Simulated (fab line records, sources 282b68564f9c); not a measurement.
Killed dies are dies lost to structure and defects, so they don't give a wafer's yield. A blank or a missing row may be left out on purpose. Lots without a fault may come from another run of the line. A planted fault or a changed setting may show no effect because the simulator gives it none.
A struck lot beside a sound one | flow rit_cmos | 44 steps out of a route of 202
Sound: wafers L961.1, L961.4, L961.5. Struck: wafers L968.3, L968.4, L968.6. The cause comes at the end.
At each step with rows: each side's tool, then ch and its chambers, then its first start. Under that, the readings that differ: sound wafers | struck wafers | difference of the means | sigmas: that difference in standard deviations of wafers without a fault.
alike: readings whose means differ by less than 2 such deviations, and words and numbers that are the same on both sides. not compared: withheld readings, readings that some wafer has no value for, bounds like >300 that may hide the same value, and numbers for which the record gives no deviation and whose values overlap.
The two part at a step that has a row with sigmas, a row that says differs or no value, or rows on one side only. Numbers that don't overlap but have no deviation are shown without sigmas and don't part them. A reading that every wafer of one side lacks parts them only if that side has two wafers or more.

first, 1 step without rows for these wafers: RIT_ACTIVE_DEVELOP_10 (develop time 50 s).
RIT_ACTIVE_CD_MEAS_11: target cd 1400 nm.
  sound on cd_sem-01, day 3 03:29; struck on cd_sem-02, day 4 14:11
  alike: cd_nm
then, 1 step without rows for these wafers: RIT_ACTIVE_HARDBAKE_12 (time 60 s).
RIT_ACTIVE_ETCH_13: etches Si3N4 in SF6, stops on SiO2, time 210 s, target depth 210 nm.
  sound on rie_diel-02 ch 2,3, day 3 03:45; struck on rie_diel-02 ch 0,1, day 4 14:25
  alike: drypump_motor_current_A, oes_product_au, throttle_valve_pct
  not compared: rf_hours_counter_h
RIT_ACTIVE_STRIP_14: strips in O2, time 180 s.
  sound on plasma_asher-02 ch 0,1, day 3 03:57; struck on plasma_asher-04 ch 0,1, day 4 14:36
  alike: drypump_motor_current_A
  not compared: rf_hours_counter_h
RIT_ACTIVE_CD_MEAS_90: target cd 1400 nm.
  sound on cd_sem-01, day 3 04:07; struck on cd_sem-01, day 4 14:46
  alike: cd_nm
then, 4 steps without rows for these wafers: RIT_ACTIVE_CLEAN_15 (cleans in SC1, time 600 s); RIT_ACTIVE_CLEAN_16 (cleans in dHF, time 30 s); RIT_ACTIVE_CLEAN_17 (cleans in SC2, time 600 s); RIT_FOX1_OXIDATION_00 (target thk 350.7 nm, ox time 1130 s).
RIT_FOX1_THK_MEAS_01:
  sound on film_metro-01, day 3 08:34; struck on film_metro-01, day 4 16:47
  alike: FOX1_OXIDE_THK
then, 1 step without rows for these wafers: RIT_FOX1_WET_ETCH_02 (etches SiO2 in BOE, target depth 350 nm, time 390 s).
RIT_FOX2_OXIDATION_00: target thk 350.7 nm, ox time 1082 s.
  sound on furnace-03 ch 0, day 3 08:44; struck on furnace-03 ch 0, day 4 19:10
RIT_FOX2_THK_MEAS_01:
  sound on film_metro-04, day 3 10:03; struck on film_metro-03, day 4 20:33
  reading             | sound       | struck      | difference | sigmas
  FOX2_OXIDE_THK (nm) | 346 345 343 | 506 496 498 | +155       | +23
RIT_FOX2_CLEAN_02: cleans in dHF, time 180 s.
  sound on wet_bench-03 ch 1, day 3 10:07; struck on wet_bench-02 ch 2, day 4 20:35
  reading                                     | sound             | struck            | difference | sigmas
  model.SiO2_of_FOX2_OXIDATION_00.thk_nm (nm) | 329.7 327.6 326.4 | 488.8 480 480.8   | +155.3     |
  model.Si3N4_of_ACTIVE_CVD_03.thk_nm (nm)    | 132.5 132.2 132.7 | 128.4 128.3 128.2 | -4.2       |
RIT_FOX2_WET_ETCH_03: etches Si3N4 in H3PO4, target depth 195 nm, time 2700 s.
  sound on wet_bench-04 ch 2, day 3 10:10; struck on wet_bench-04 ch 3, day 4 20:39
  reading                                     | sound             | struck            | difference | sigmas
  model.SiO2_of_FOX2_OXIDATION_00.thk_nm (nm) | 318.7 316.6 315.4 | 477.8 469.1 469.8 | +155.3     |
  alike: temp_c
RIT_FOX2_THK_MEAS_90:
  sound on film_metro-03, day 3 10:56; struck on film_metro-02, day 4 21:30
  reading                     | sound       | struck      | difference | sigmas
  FIELD_OXIDE_LEFT_1_THK (nm) | 319 317 316 | 478 469 470 | +155       | +23
then, 6 steps without rows for these wafers: RIT_NWELL_HMDS_00 (prime time 60 s); RIT_NWELL_COAT_01 (resist thk 1300 nm); RIT_NWELL_SOFTBAKE_02 (time 60 s); RIT_NWELL_EXPOSE_03 (exposes mask M2, target cd 43900 nm); RIT_NWELL_PEB_04; RIT_NWELL_DEVELOP_05 (develop time 68 s).
RIT_NWELL_OVL_MEAS_06:
  sound on overlay-01, day 3 11:52; struck on overlay-01, day 4 22:53
  alike: NWELL_OVL
then, 2 steps without rows for these wafers: RIT_NWELL_HARDBAKE_07 (time 120 s); RIT_NWELL_IMPLANT_08.
RIT_NWELL_STRIP_09: strips in O2, time 180 s.
  sound on plasma_asher-03 ch 0,1, day 3 12:18; struck on plasma_asher-03 ch 0,1, day 4 23:23
  alike: drypump_motor_current_A
  not compared: rf_hours_counter_h
RIT_NWELL_TW_MEAS_10:
  sound on film_metro-01, day 3 12:29; struck on film_metro-01, day 4 23:39
  alike: NWELL_TW
then, 6 steps without rows for these wafers: RIT_PWELL_HMDS_00 (prime time 60 s); RIT_PWELL_COAT_01 (resist thk 1300 nm); RIT_PWELL_SOFTBAKE_02 (time 60 s); RIT_PWELL_EXPOSE_03 (exposes mask M3, target cd 43700 nm); RIT_PWELL_PEB_04; RIT_PWELL_DEVELOP_05 (develop time 68 s).
RIT_PWELL_OVL_MEAS_06:
  sound on overlay-01, day 3 13:25; struck on overlay-02, day 5 00:37
  alike: PWELL_OVL
then, 2 steps without rows for these wafers: RIT_PWELL_HARDBAKE_07 (time 120 s); RIT_PWELL_IMPLANT_08.
RIT_PWELL_STRIP_09: strips in O2, time 180 s.
  sound on plasma_asher-01 ch 1, day 3 13:52; struck on plasma_asher-03 ch 0,1, day 5 01:05
  alike: drypump_motor_current_A
  not compared: rf_hours_counter_h
RIT_PWELL_TW_MEAS_10:
  sound on film_metro-01, day 3 14:02; struck on film_metro-03, day 5 01:13
  reading  | sound       | struck      | difference | sigmas
  PWELL_TW | 951 956 953 | 970 968 967 | +15        | +2
then, 1 step without rows for these wafers: RIT_WELLDRIVE_ANNEAL_00 (time 14700 s).
RIT_WELLDRIVE_RS_MEAS_01: measures by four-point-probe.
  sound on film_metro-01, day 3 20:55; struck on film_metro-01, day 5 07:10
  alike: NWELL_RS
RIT_WELLDRIVE_RS_MEAS_02: measures by four-point-probe.
  sound on film_metro-01, day 3 21:02; struck on film_metro-01, day 5 07:17
  reading           | sound             | struck            | difference | sigmas
  PWELL_RS (ohm/sq) | 431.0 429.8 430.5 | 427.2 427.4 427.7 | -3.0       | -2
RIT_FOX2_THK_MEAS_91:
  sound on film_metro-03, day 4 01:13; struck on film_metro-03, day 5 11:50
  reading                     | sound       | struck      | difference | sigmas
  FIELD_OXIDE_LEFT_2_THK (nm) | 252 249 248 | 410 400 401 | +154       | +23
RIT_M1_PROBE_99:
  sound on prober-02, day 5 02:41; struck on prober-01, day 6 16:34
  alike: killed_at_contacts, killed_at_front_end, killed_dies, killed_open, killed_short

WHERE THEY PART
First at RIT_FOX2_THK_MEAS_01; last, within this record, at RIT_FOX2_THK_MEAS_91. Later steps at which nothing parts them and some readings are alike: RIT_M1_PROBE_99.

WHY: what the simulator had put in
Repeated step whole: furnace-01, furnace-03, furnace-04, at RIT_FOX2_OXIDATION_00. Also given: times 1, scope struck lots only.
